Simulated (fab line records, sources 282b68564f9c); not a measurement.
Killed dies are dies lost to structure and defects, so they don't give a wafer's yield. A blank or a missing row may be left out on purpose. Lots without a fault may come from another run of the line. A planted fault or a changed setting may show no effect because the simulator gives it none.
fab line records | flow rit_cmos | part 1 of 2: steps 1 to 28 of 38
record lots=5 wafers=15 last_day=7
route steps=202 shown GATE@82 REOX@98 NLDD@103 PLDD@114
lots that met no fault: from a run of the same line without faults
start_h: hours from the record's first day to the start of the lot's first wafer shown | wait_h: hours since the lot's step before | " the same as in the row above | L1.1+2: a row that stands for several wafers | - no value, or no start given | * or withheld: withheld | < > ~ a bound
route shown NAME@n: a module of which the file shows steps, and the number in the route of the first | usual: mean/standard deviation of fault-free wafers | same: alike in all rows | chamber/n: place in a boat | sites: the reading at each site | _std_site: their standard deviation | _edge_site: outer sites' mean less inner sites' | radius_mm: how far each site lies from the wafer's centre | mask NAME#n: copy n | behind: the tool/chamber that last shaped the wafer | hold: why the lot was held/for how many hours/how that ended | device: the transistor (n, p or np) that didn't switch | end of line: the same wafers' tests at the end of the route | a step without rows: its recipe alone | killed: dies lost to structure and defects at the first sort, not the wafer's yield | map: a wafer's dies, x killed, . not, _ none there
set.NAME: the setting as run; set.NAME@STEP: as run at that earlier step | model.NAME: the simulator's own value behind a step, which no gauge read
lots at some steps of the route; a table a step, a row a wafer
services: from which hour (start_h, from the record's first day; less than 0 if before it) a tool's chamber was out of use, for how many hours, and why
## steps
# step RIT_GATE_ANNEAL_06
# recipe temp_c=900 time_s=600 ambient=N2O
# columns lot.wafer tool chamber start_h wait_h
L077.2+4+5 furnace-01 0 48.48 0.0
L078.1+2+6 furnace-01 0 56.24 2.5
L083.1+3+4 furnace-01 0 79.57 0.0
L087.3+4+6 furnace-01 0 99.54 0.0
L097.3+4+5 furnace-03 0 151.22 0.2
# step RIT_GATE_THK_MEAS_07
# recipe reads=SiO2_of_GATE_OXIDATION_05
# usual GATE_OXIDE_THK=3.00/0.062
# columns lot.wafer tool chamber start_h wait_h GATE_OXIDE_THK[nm]
L077.2 film_metro-02 - 48.74 0.0 3.03
L077.4 " - " " 2.98
L077.5 " - " " 2.98
L078.1 film_metro-02 - 56.49 0.0 3.06
L078.2 " - " " 3.03
L078.6 " - " " 3.01
L083.1 film_metro-02 - 79.82 0.0 2.91
L083.3 " - " " 3.10
L083.4 " - " " 3.02
L087.3 film_metro-02 - 99.81 0.0 2.94
L087.4 " - " " 2.99
L087.6 " - " " 3.04
L097.3 film_metro-04 - 151.49 0.0 3.01
L097.4 " - " " 3.03
L097.5 " - " " 3.03
# step RIT_GATE_CVD_08
# recipe material=poly-Si target_thk_nm=250 temp_c=610 precursor=SiH4 time_s=2137 pressure_mtorr=300 sih4_flow_sccm=100
# columns lot.wafer tool chamber start_h wait_h
L077.2+4+5 lpcvd-02 0 48.79 0.0
L078.1+2+6 lpcvd-01 0 56.55 0.1
L083.1+3+4 lpcvd-02 0 79.88 0.1
L087.3+4+6 lpcvd-02 0 99.85 0.0
L097.3+4+5 lpcvd-02 1 151.53 0.0
# step RIT_GATE_THK_MEAS_09
# recipe reads=poly-Si_of_GATE_CVD_08
# usual GATE_POLY_THK=241.9/2.2
# columns lot.wafer tool chamber start_h wait_h GATE_POLY_THK[nm]
L077.2 film_metro-03 - 50.42 0.0 239.9
L077.4 " - " " 242.0
L077.5 " - " " 239.2
L078.1 film_metro-04 - 58.16 0.0 242.4
L078.2 " - " " 241.1
L078.6 " - " " 242.8
L083.1 film_metro-04 - 81.49 0.0 240.5
L083.3 " - " " 242.1
L083.4 " - " " 241.8
L087.3 film_metro-02 - 101.49 0.0 242.7
L087.4 " - " " 241.3
L087.6 " - " " 241.8
L097.3 film_metro-03 - 153.16 0.0 240.0
L097.4 " - " " 237.8
L097.5 " - " " 242.8
# step RIT_GATE_HMDS_10
# recipe prime_time_s=60 prime_temp_c=140
# usual chill_plate_temp_C=22.99/0.13 prime_temp_c=140.05/0.15
# columns lot.wafer tool chamber start_h wait_h chill_plate_temp_C prime_temp_c
L077.2 litho_track-04 0 50.69 0.3 23.13 139.95
L077.4 " 0 " " 23.08 140.22
L077.5 " 0 " " 22.99 139.86
L078.1 litho_track-04 0 58.22 0.1 23.04 140.13
L078.2 " 0 " " 22.98 140.21
L078.6 " 0 " " 23.08 140.44
L083.1 litho_track-03 0 81.55 0.1 22.91 140.17
L083.3 " 0 " " 22.81 140.13
L083.4 " 0 " " 22.77 139.98
L087.3 litho_track-03 0 101.58 0.1 22.79 139.89
L087.4 " 0 " " 22.65 140.07
L087.6 " 0 " " 22.71 139.93
L097.3 litho_track-04 0 153.40 0.2 23.24 139.97
L097.4 " 0 " " 22.99 140.06
L097.5 " 0 " " 23.09 139.99
# step RIT_GATE_COAT_11
# recipe resist=NOVOLAK spin_rpm=4250 resist_thk_nm=850
# usual chill_plate_temp_C=23.01/0.099 spin_speed_rpm=4250.3/2.6
# columns lot.wafer tool chamber start_h wait_h chill_plate_temp_C spin_speed_rpm
L077.2 litho_track-04 0 50.84 0.1 23.10 4253.8
L077.4 " 0 " " 23.17 4248.2
L077.5 " 0 " " 22.97 4247.4
L078.1 litho_track-04 0 58.37 0.1 22.99 4249.3
L078.2 " 0 " " 23.01 4242.9
L078.6 " 0 " " 23.11 4248.2
L083.1 litho_track-03 0 81.70 0.1 22.86 4252.3
L083.3 " 0 " " 22.85 4246.7
L083.4 " 0 " " 23.05 4249.3
L087.3 litho_track-03 0 101.73 0.1 23.07 4248.7
L087.4 " 0 " " 23.13 4249.5
L087.6 " 0 " " 23.10 4245.2
L097.3 litho_track-04 0 153.55 0.1 22.95 4249.7
L097.4 " 0 " " 23.01 4247.8
L097.5 " 0 " " 23.13 4250.3
# step RIT_GATE_SOFTBAKE_12
# recipe resist=NOVOLAK temp_c=90 time_s=60
# usual chill_plate_temp_C=23.00/0.12 heater_power_total_W=34.56/0.049
# columns lot.wafer tool chamber start_h wait_h chill_plate_temp_C heater_power_total_W
L077.2 litho_track-04 0 50.99 0.1 23.05 34.52
L077.4 " 0 " " 23.16 34.58
L077.5 " 0 " " 22.99 34.51
L078.1 litho_track-04 0 58.52 0.1 23.02 34.50
L078.2 " 0 " " 23.06 34.64
L078.6 " 0 " " 23.00 34.57
L083.1 litho_track-03 0 81.85 0.1 23.00 34.61
L083.3 " 0 " " 23.08 34.55
L083.4 " 0 " " 23.02 34.50
L087.3 litho_track-03 0 101.88 0.1 22.97 34.47
L087.4 " 0 " " 22.92 34.60
L087.6 " 0 " " 22.96 34.68
L097.3 litho_track-04 0 153.70 0.1 23.13 34.55
L097.4 " 0 " " 23.23 34.55
L097.5 " 0 " " 23.19 34.53
# step RIT_GATE_EXPOSE_13
# recipe mask_id=M6 na=0.6 source_shape=conventional sigma_outer=0.6 target_cd_nm=150 dose_mj=380
# columns lot.wafer tool chamber start_h wait_h mask
L077.2+4+5 iline_stepper-01 0 51.26 0.2 M6#0
L078.1+2+6 iline_stepper-01 0 58.67 0.1 M6#0
L083.1+3+4 iline_stepper-02 0 82.00 0.1 M6#0
L087.3+4+6 iline_stepper-01 0 102.02 0.1 M6#0
L097.3+4+5 iline_stepper-01 0 153.84 0.1 M6#0
# step RIT_GATE_PEB_14
# recipe resist=NOVOLAK temp_c=withheld time_s=withheld
# usual chill_plate_temp_C=*
# columns lot.wafer tool chamber start_h wait_h chill_plate_temp_C
L077.2 litho_track-03 0 51.42 0.1 *
L077.4 " 0 " " *
L077.5 " 0 " " *
L078.1 litho_track-04 0 58.79 0.1 *
L078.2 " 0 " " *
L078.6 " 0 " " *
L083.1 litho_track-03 0 82.12 0.1 *
L083.3 " 0 " " *
L083.4 " 0 " " *
L087.3 litho_track-04 0 102.15 0.1 *
L087.4 " 0 " " *
L087.6 " 0 " " *
L097.3 litho_track-04 0 153.97 0.1 *
L097.4 " 0 " " *
L097.5 " 0 " " *
# step RIT_GATE_DEVELOP_15
# recipe resist=NOVOLAK develop_time_s=50 dev_temp_c=23
# usual chill_plate_temp_C=23.02/0.11
# columns lot.wafer tool chamber start_h wait_h chill_plate_temp_C
L077.2 litho_track-03 0 - - 22.90
L077.4 " 0 " " 22.87
L077.5 " 0 " " 23.03
L078.1 litho_track-04 0 - - 23.10
L078.2 " 0 " " 23.08
L078.6 " 0 " " 23.09
L083.1 litho_track-03 0 - - 22.89
L083.3 " 0 " " 22.99
L083.4 " 0 " " 23.04
L087.3 litho_track-04 0 - - 23.01
L087.4 " 0 " " 23.11
L087.6 " 0 " " 22.97
L097.3 litho_track-04 0 - - 23.15
L097.4 " 0 " " 23.13
L097.5 " 0 " " 23.15
# step RIT_GATE_CD_MEAS_16
# recipe target_cd_nm=150
# usual cd_nm=149.3/2.4
# columns lot.wafer tool chamber start_h wait_h cd_nm
L077.2 cd_sem-01 - 51.70 - 148.2
L077.4 " - " " 148.4
L077.5 " - " " 148.8
L078.1 cd_sem-01 - 59.07 - 149.8
L078.2 " - " " 148.5
L078.6 " - " " 152.3
L083.1 cd_sem-01 - 82.40 - 154.6
L083.3 " - " " 156.8
L083.4 " - " " 158.3
L087.3 cd_sem-02 - 102.42 - 152.8
L087.4 " - " " 152.1
L087.6 " - " " 153.2
L097.3 cd_sem-02 - 154.24 - 148.7
L097.4 " - " " 150.4
L097.5 " - " " 148.4
# step RIT_GATE_OVL_MEAS_17
# usual GATE_OVL=-0.7/1.3
# columns lot.wafer tool chamber start_h wait_h GATE_OVL[nm]
L077.2 overlay-02 - 51.81 0.1 1.0
L077.4 " - " " -1.9
L077.5 " - " " -0.1
L078.1 overlay-02 - 59.19 0.1 -1.6
L078.2 " - " " -2.4
L078.6 " - " " -3.8
L083.1 overlay-02 - 82.52 0.1 -0.9
L083.3 " - " " -2.0
L083.4 " - " " -1.8
L087.3 overlay-02 - 102.51 0.1 -0.6
L087.4 " - " " 0.3
L087.6 " - " " -0.6
L097.3 overlay-01 - 154.33 0.1 -0.3
L097.4 " - " " 0.0
L097.5 " - " " -2.1
# step RIT_GATE_HARDBAKE_18
# recipe resist=NOVOLAK temp_c=140 time_s=60
# usual chill_plate_temp_C=23.01/0.11 heater_power_total_W=62.54/0.051
# columns lot.wafer tool chamber start_h wait_h chill_plate_temp_C heater_power_total_W
L077.2 litho_track-03 0 51.86 0.0 23.02 62.56
L077.4 " 0 " " 22.91 62.52
L077.5 " 0 " " 22.98 62.64
L078.1 litho_track-04 0 59.23 0.0 22.88 62.50
L078.2 " 0 " " 22.83 62.57
L078.6 " 0 " " 23.00 62.52
L083.1 litho_track-01 0 82.56 0.0 22.81 62.66
L083.3 " 0 " " 23.02 62.50
L083.4 " 0 " " 23.13 62.51
L087.3 litho_track-01 0 102.59 0.1 23.09 62.54
L087.4 " 0 " " 22.97 62.58
L087.6 " 0 " " 23.15 62.52
L097.3 litho_track-04 0 154.41 0.1 23.10 62.46
L097.4 " 0 " " 23.12 62.53
L097.5 " 0 " " 22.91 62.57
# step RIT_GATE_ETCH_19
# recipe chemistry=SF6/CHF3/O2 time_s=165 SF6_flow_sccm=30 CHF3_flow_sccm=30 O2_flow_sccm=5 target=poly-Si pressure_mtorr=40 rf_w=160 target_depth_a=3125 over_etch_frac=0.25 stop_on=SiO2
# usual drypump_motor_current_A=5.5/0.32 oes_product_au=0.829/0.016 throttle_valve_pct=10.29/0.16
# columns lot.wafer tool chamber start_h wait_h drypump_motor_current_A oes_product_au rf_hours_counter_h throttle_valve_pct
L077.2 rie_si-02 3 51.99 0.1 5.0 0.840 31 10.32
L077.4 " 0 " " 5.2 0.831 117 10.50
L077.5 " 1 " " 5.5 0.813 - 10.44
L078.1 rie_si-01 0 59.38 0.1 5.8 0.851 114 10.32
L078.2 " 2 " " 5.8 0.843 78 10.04
L078.6 " 2 " " 5.8 0.847 - 10.03
L083.1 rie_si-02 2 82.71 0.1 5.3 0.819 25 10.41
L083.3 " 3 " " 5.0 0.853 32 10.33
L083.4 " 1 " " 5.6 0.816 118 10.43
L087.3 rie_si-02 0 102.69 0.1 5.2 0.830 117 10.51
L087.4 " 2 " " 5.3 0.829 25 10.41
L087.6 " 0 " " 5.2 0.833 - 10.49
L097.3 rie_si-02 2 154.51 0.1 5.3 0.826 25 10.40
L097.4 " 1 " " 5.6 0.810 119 10.45
L097.5 " 0 " " 5.2 0.840 - 10.50
# step RIT_GATE_STRIP_20
# recipe chemistry=O2 time_s=180 resist=NOVOLAK platen_temp_c=withheld power_w=500 pressure_mtorr=4000 o2_flow_sccm=3883
# usual drypump_motor_current_A=5.8/0.3
# columns lot.wafer tool chamber start_h wait_h drypump_motor_current_A rf_hours_counter_h
L077.2 plasma_asher-01 0 52.09 0.1 5.3 41
L077.4 " 0 " " 5.3 -
L077.5 " 0 " " 5.3 -
L078.1 plasma_asher-04 1 59.49 0.1 5.3 27
L078.2 " 0 " " 5.7 27
L078.6 " 0 " " 5.7 -
L083.1 plasma_asher-02 0 82.82 0.1 6.0 44
L083.3 " 0 " " 5.9 -
L083.4 " 1 " " 5.8 -
L087.3 plasma_asher-04 0 102.85 0.1 5.7 -
L087.4 " 1 " " 5.3 -
L087.6 " 0 " " 5.7 -
L097.3 plasma_asher-01 0 154.68 0.1 5.3 -
L097.4 " 1 " " 6.2 -
L097.5 " 1 " " 6.2 -
# step RIT_GATE_CD_MEAS_90
# recipe target_cd_nm=150
# usual cd_nm=149.3/2.4
# columns lot.wafer tool chamber start_h wait_h cd_nm
L077.2 cd_sem-01 - 52.29 0.1 147.7
L077.4 " - " " 148.6
L077.5 " - " " 149.1
L078.1 cd_sem-01 - 59.66 0.1 149.5
L078.2 " - " " 148.8
L078.6 " - " " 151.8
L083.1 cd_sem-02 - 82.99 0.1 154.8
L083.3 " - " " 156.8
L083.4 " - " " 158.0
L087.3 cd_sem-01 - 103.01 0.1 153.0
L087.4 " - " " 152.5
L087.6 " - " " 153.2
L097.3 cd_sem-01 - 154.83 0.1 148.5
L097.4 " - " " 150.5
L097.5 " - " " 148.6
# step RIT_REOX_CLEAN_00
# recipe chemistry=SC1 mix=3:3:50 time_s=600 temp_c=75
# columns lot.wafer tool chamber start_h wait_h
L077.2+4+5 wet_bench-02 0 52.39 0.1
L078.1+2+6 wet_bench-04 3 59.78 0.1
L083.1+3+4 wet_bench-04 3 83.11 0.1
L087.3+4+6 wet_bench-04 3 103.09 0.1
L097.3+4+5 wet_bench-03 3 154.91 0.1
# step RIT_REOX_CLEAN_01
# recipe chemistry=dHF dilution=50:1 time_s=30
# columns lot.wafer tool chamber start_h wait_h
L077.2+4+5 wet_bench-04 2 52.56 0.0
L078.1+2+6 wet_bench-03 2 59.96 0.0
L083.1+3+4 wet_bench-03 2 83.29 0.0
L087.3+4+6 wet_bench-02 0 103.28 0.0
L097.3+4+5 wet_bench-04 1 155.09 0.0
# step RIT_REOX_CLEAN_02
# recipe chemistry=SC2 mix=3:3:50 time_s=600 temp_c=75 dry=n2_spin
# columns lot.wafer tool chamber start_h wait_h
L077.2+4+5 wet_bench-03 3 52.58 0.0
L078.1+2+6 wet_bench-02 1 59.97 0.0
L083.1+3+4 wet_bench-02 0 83.31 0.0
L087.3+4+6 wet_bench-03 1 103.30 0.0
L097.3+4+5 wet_bench-03 2 155.10 0.0
# step RIT_REOX_OXIDATION_03
# recipe temp_c=900 ambient=O2 target_thk_a=252 ox_time_s=5580
# columns lot.wafer tool chamber start_h wait_h
L077.2+4+5 furnace-03 0 53.70 0.9
L078.1+2+6 furnace-01 0 61.24 1.1
L083.1+3+4 furnace-01 0 83.48 0.0
L087.3+4+6 furnace-01 0 103.49 0.0
L097.3+4+5 furnace-02 0 156.03 0.7
# step RIT_REOX_THK_MEAS_04
# recipe reads=SiO2_of_REOX_OXIDATION_03
# usual REOX_OXIDE_THK=25.0/0.38
# columns lot.wafer tool chamber start_h wait_h REOX_OXIDE_THK[nm]
L077.2 film_metro-01 - 56.26 0.0 25.6
L077.4 " - " " 25.6
L077.5 " - " " 25.3
L078.1 film_metro-02 - 63.79 0.0 25.4
L078.2 " - " " 25.5
L078.6 " - " " 25.1
L083.1 film_metro-01 - 86.03 0.0 25.3
L083.3 " - " " 25.0
L083.4 " - " " 24.6
L087.3 film_metro-02 - 106.06 0.0 25.0
L087.4 " - " " 24.7
L087.6 " - " " 24.8
L097.3 film_metro-02 - 158.60 0.0 25.4
L097.4 " - " " 25.8
L097.5 " - " " 25.7
# step RIT_NLDD_HMDS_00
# recipe prime_time_s=60 prime_temp_c=140
# usual chill_plate_temp_C=22.99/0.11 prime_temp_c=139.98/0.15
# columns lot.wafer tool chamber start_h wait_h chill_plate_temp_C prime_temp_c
L077.2 litho_track-02 0 56.33 0.1 23.07 139.86
L077.4 " 0 " " 22.99 139.94
L077.5 " 0 " " 22.88 139.81
L078.1 litho_track-04 0 63.87 0.1 22.85 139.95
L078.2 " 0 " " 22.84 140.03
L078.6 " 0 " " 22.68 140.12
L083.1 litho_track-01 0 86.34 0.3 22.92 139.85
L083.3 " 0 " " 22.87 140.10
L083.4 " 0 " " 22.82 139.98
L087.3 litho_track-04 0 106.20 0.1 23.04 140.28
L087.4 " 0 " " 23.13 139.99
L087.6 " 0 " " 23.02 140.02
L097.3 litho_track-01 0 158.69 0.1 22.88 139.99
L097.4 " 0 " " 23.00 139.90
L097.5 " 0 " " 22.98 139.91
# step RIT_NLDD_COAT_01
# recipe resist=NOVOLAK spin_rpm=3250 resist_thk_nm=1000
# usual chill_plate_temp_C=23.01/0.094 spin_speed_rpm=3250.3/2.1
# columns lot.wafer tool chamber start_h wait_h chill_plate_temp_C spin_speed_rpm
L077.2 litho_track-02 0 56.48 0.1 23.03 3247.5
L077.4 " 0 " " 23.02 3247.0
L077.5 " 0 " " 23.14 3252.0
L078.1 litho_track-04 0 64.02 0.1 23.05 3247.6
L078.2 " 0 " " 23.03 3251.5
L078.6 " 0 " " 22.99 3251.0
L083.1 litho_track-01 0 86.49 0.1 22.98 3247.2
L083.3 " 0 " " 22.92 3247.9
L083.4 " 0 " " 23.05 3248.4
L087.3 litho_track-04 0 106.35 0.1 23.17 3247.3
L087.4 " 0 " " 23.07 3249.9
L087.6 " 0 " " 23.04 3252.6
L097.3 litho_track-01 0 158.84 0.1 23.14 3250.1
L097.4 " 0 " " 22.91 3248.7
L097.5 " 0 " " 22.93 3252.7
# step RIT_NLDD_SOFTBAKE_02
# recipe resist=NOVOLAK temp_c=90 time_s=60
# usual chill_plate_temp_C=23.01/0.11 heater_power_total_W=34.56/0.049
# columns lot.wafer tool chamber start_h wait_h chill_plate_temp_C heater_power_total_W
L077.2 litho_track-02 0 56.63 0.1 22.91 34.59
L077.4 " 0 " " 22.78 34.58
L077.5 " 0 " " 22.90 34.58
L078.1 litho_track-04 0 64.17 0.1 22.99 34.60
L078.2 " 0 " " 22.97 34.59
L078.6 " 0 " " 23.00 34.62
L083.1 litho_track-01 0 86.64 0.1 23.14 34.59
L083.3 " 0 " " 23.07 34.52
L083.4 " 0 " " 22.95 34.59
L087.3 litho_track-04 0 106.50 0.1 22.77 34.52
L087.4 " 0 " " 22.83 34.59
L087.6 " 0 " " 22.82 34.57
L097.3 litho_track-01 0 158.99 0.1 23.15 34.55
L097.4 " 0 " " 23.08 34.52
L097.5 " 0 " " 23.22 34.59
# step RIT_NLDD_EXPOSE_03
# recipe mask_id=M7 na=0.57 target_cd_nm=40700 dose_mj=250
# columns lot.wafer tool chamber start_h wait_h mask
L077.2+4+5 iline_stepper-02 0 56.78 0.1 M7#0
L078.1+2+6 iline_stepper-01 0 64.44 0.2 M7#0
L083.1+3+4 iline_stepper-01 0 86.79 0.1 M7#0
L087.3+4+6 iline_stepper-01 0 106.63 0.1 M7#0
L097.3+4+5 iline_stepper-02 0 159.13 0.1 M7#0
# step RIT_NLDD_PEB_04
# recipe resist=NOVOLAK temp_c=withheld time_s=withheld
# usual chill_plate_temp_C=*
# columns lot.wafer tool chamber start_h wait_h chill_plate_temp_C
L077.2 litho_track-02 0 56.90 0.1 *
L077.4 " 0 " " *
L077.5 " 0 " " *
L078.1 litho_track-02 0 64.56 0.1 *
L078.2 " 0 " " *
L078.6 " 0 " " *
L083.1 litho_track-01 0 86.96 0.1 *
L083.3 " 0 " " *
L083.4 " 0 " " *
L087.3 litho_track-02 0 106.76 0.1 *
L087.4 " 0 " " *
L087.6 " 0 " " *
L097.3 litho_track-04 0 159.25 0.1 *
L097.4 " 0 " " *
L097.5 " 0 " " *
# step RIT_NLDD_DEVELOP_05
# recipe resist=NOVOLAK develop_time_s=50 dev_temp_c=23
# usual chill_plate_temp_C=23.01/0.1
# columns lot.wafer tool chamber start_h wait_h chill_plate_temp_C
L077.2 litho_track-02 0 - - 23.11
L077.4 " 0 " " 22.98
L077.5 " 0 " " 23.09
L078.1 litho_track-02 0 - - 23.05
L078.2 " 0 " " 22.87
L078.6 " 0 " " 23.05
L083.1 litho_track-01 0 - - 23.02
L083.3 " 0 " " 22.90
L083.4 " 0 " " 23.08
L087.3 litho_track-02 0 - - 22.98
L087.4 " 0 " " 22.96
L087.6 " 0 " " 22.92
L097.3 litho_track-04 0 - - 23.05
L097.4 " 0 " " 23.05
L097.5 " 0 " " 23.03
# step RIT_NLDD_OVL_MEAS_06
# usual NLDD_OVL=-0.6/1.5
# columns lot.wafer tool chamber start_h wait_h NLDD_OVL[nm]
L077.2 overlay-01 - 57.16 - -1.8
L077.4 " - " " -1.6
L077.5 " - " " -0.2
L078.1 overlay-01 - 64.84 - 0.9
L078.2 " - " " 0.3
L078.6 " - " " 0.4
L083.1 overlay-02 - 87.24 - -1.0
L083.3 " - " " -3.1
L083.4 " - " " -1.6
L087.3 overlay-01 - 107.01 - -1.6
L087.4 " - " " 0.6
L087.6 " - " " 1.1
L097.3 overlay-02 - 159.50 - -0.9
L097.4 " - " " -2.3
L097.5 " - " " -0.4
